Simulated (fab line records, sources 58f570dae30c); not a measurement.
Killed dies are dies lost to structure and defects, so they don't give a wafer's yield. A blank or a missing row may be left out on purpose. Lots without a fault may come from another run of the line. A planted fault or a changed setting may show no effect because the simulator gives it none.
A struck lot beside a sound one | flow berkeley_cmos170 | 32 steps out of a route of 331
Sound: wafers L293.1, L293.3, L293.4. Struck: wafers L310.2, L310.6. (L310.5 of the same lot was not struck and is left out.) The cause comes at the end.
At each step with rows: each side's tool, then ch and its chambers, then its first start. Under that, the readings that differ: sound wafers | struck wafers | difference of the means | sigmas: that difference in standard deviations of wafers without a fault.
alike: readings whose means differ by less than 2 such deviations, and words and numbers that are the same on both sides. not compared: withheld readings, readings that some wafer has no value for, bounds like >300 that may hide the same value, and numbers for which the record gives no deviation and whose values overlap.
The two part at a step that has a row with sigmas, a row that says differs or no value, or rows on one side only. Numbers that don't overlap but have no deviation are shown without sigmas and don't part them. A reading that every wafer of one side lacks parts them only if that side has two wafers or more.

first, 6 steps without rows for these wafers: UCB170_V2_HMDS_06 (prime time 60 s); UCB170_V2_COAT_07 (resist thk 900 nm); UCB170_V2_SOFTBAKE_08 (time 60 s); UCB170_V2_EXPOSE_09 (exposes mask VIA2, target cd 700 nm); UCB170_V2_PEB_10; UCB170_V2_DEVELOP_11 (develop time 45 s).
UCB170_V2_CD_MEAS_12: target cd 700 nm.
  sound on cd_sem-02, day 7 15:41; struck on cd_sem-01, day 11 15:29
  alike: cd_nm
UCB170_V2_OVL_MEAS_13:
  sound on overlay-01, day 7 15:49; struck on overlay-01, day 11 15:35
  alike: V2_OVL
UCB170_V2_ETCH_14: etches SiO2 in CHF3/CF4/Ar, stops on Al, target depth 1250 nm, time 291 s.
  sound on rie_diel-04 ch 0,2, day 7 15:51; struck on rie_diel-02 ch 1,2, day 11 15:37
  alike: drypump_motor_current_A, mfc_ar_sccm, oes_product_au, throttle_valve_pct
  not compared: rf_hours_counter_h
UCB170_V2_STRIP_15: strips in O2.
  sound on plasma_asher-04 ch 0,1, day 7 16:02; struck on plasma_asher-03 ch 1, day 11 15:47
  alike: drypump_motor_current_A, oes_product_au, strip_time_to_endpoint_s
  not compared: rf_hours_counter_h
UCB170_V2_CD_MEAS_90: target cd 700 nm.
  sound on cd_sem-01, day 7 16:08; struck on cd_sem-02, day 11 15:55
  alike: cd_nm
then, 1 step without rows for these wafers: UCB170_M3_PRE_CLEAN_00 (preclean etch time 60 s).
UCB170_M3_SPUTTER_01: material Al, target thk 900 nm, time 120 s.
  sound on pvd_sputter-04, day 7 16:19; struck on pvd_sputter-04, day 11 16:05
  reading                               | sound           | struck    | difference | sigmas
  model.Al_of_M3_SPUTTER_01.thk_nm (nm) | 892.7 897.9 882 | 1082 1081 | +191       |
  alike: throttle_valve_pct
UCB170_M3_RS_MEAS_02: measures by four-point-probe.
  sound on film_metro-04, day 7 16:24; struck on film_metro-02, day 11 16:11
  reading           | sound                | struck        | difference | sigmas
  M3_AL_RS (ohm/sq) | 0.0324 0.0323 0.0329 | 0.0267 0.0268 | -0.0058    | -14
UCB170_M3_THK_MEAS_03: measures by xrf.
  sound on film_metro-04, day 7 16:31; struck on film_metro-02, day 11 16:17
  reading        | sound       | struck    | difference | sigmas
  M3_AL_THK (nm) | 893 895 886 | 1093 1094 | +202       | +17
then, 3 steps without rows for these wafers: UCB170_M3_HMDS_04 (prime time 60 s); UCB170_M3_COAT_05 (resist thk 900 nm); UCB170_M3_SOFTBAKE_06 (time 60 s).
UCB170_M3_STRIP_07: strips in O2.
  sound on plasma_asher-03 ch 0,1, day 7 17:12; struck on plasma_asher-04 ch 0,1, day 11 16:47
  alike: drypump_motor_current_A, oes_product_au, strip_time_to_endpoint_s
  not compared: rf_hours_counter_h
then, 7 steps without rows for these wafers: UCB170_M3_STRIP_08 (strips KrF in DMSO, time 600 s); UCB170_M3_COAT_09; UCB170_M3_COAT_10 (resist thk 900 nm); UCB170_M3_SOFTBAKE_11 (time 60 s); UCB170_M3_EXPOSE_12 (exposes mask METAL3, target cd 700 nm); UCB170_M3_PEB_13; UCB170_M3_DEVELOP_14 (develop time 45 s).
UCB170_M3_CD_MEAS_15: target cd 700 nm.
  sound on cd_sem-02, day 7 21:26; struck on cd_sem-02, day 11 18:43
  alike: cd_nm
UCB170_M3_OVL_MEAS_16:
  sound on overlay-02, day 7 21:34; struck on overlay-01, day 11 18:49
  alike: M3_OVL
UCB170_M3_ETCH_17: etches BARC in N2/H2.
  sound on rie_diel-01 ch 0,2,3, day 7 21:36; struck on rie_diel-01 ch 1, day 11 18:51
  alike: bias_w, drypump_motor_current_A, oes_product_au, throttle_valve_pct
UCB170_M3_METAL_ETCH_18: etches Al in Cl2/BCl3, stops on SiO2, target depth 1170 nm, time 195 s.
  sound on rie_metal-01 ch 0,1, day 7 21:38; struck on rie_metal-01 ch 1, day 11 18:53
  reading               | sound             | struck      | difference | sigmas
  oes_product_au (a.u.) | 0.865 0.841 0.859 | 0.966 0.966 | +0.111     | +7
  alike: bias_w, drypump_motor_current_A, he_backside_leak_sccm, throttle_valve_pct
  not compared: rf_hours_counter_h
UCB170_M3_STRIP_19: strips in O2.
  sound on plasma_asher-04 ch 0,1, day 7 21:50; struck on plasma_asher-02 ch 1, day 11 19:05
  alike: drypump_motor_current_A, oes_product_au
  not compared: rf_hours_counter_h
UCB170_M3_PROBE_99:
  sound on prober-01, day 7 22:10; struck on prober-01, day 11 19:28
  reading                               | sound                      | struck              | difference | sigmas
  model.etest.antenna_m3.vt_shift_v (V) | -0.01452 -0.01555 -0.01659 | -0.008931 -0.009128 | +0.006524  |
  not compared: model.etest.antenna_m2.over_limit, model.etest.antenna_m3.short, model.etest.antenna_m3.over_limit, model.etest.antenna_m2.short

WHERE THEY PART
First at UCB170_M3_RS_MEAS_02; last, within this record, at UCB170_M3_METAL_ETCH_18. Later steps at which nothing parts them and some readings are alike: UCB170_M3_STRIP_19.

WHY: what the simulator had put in
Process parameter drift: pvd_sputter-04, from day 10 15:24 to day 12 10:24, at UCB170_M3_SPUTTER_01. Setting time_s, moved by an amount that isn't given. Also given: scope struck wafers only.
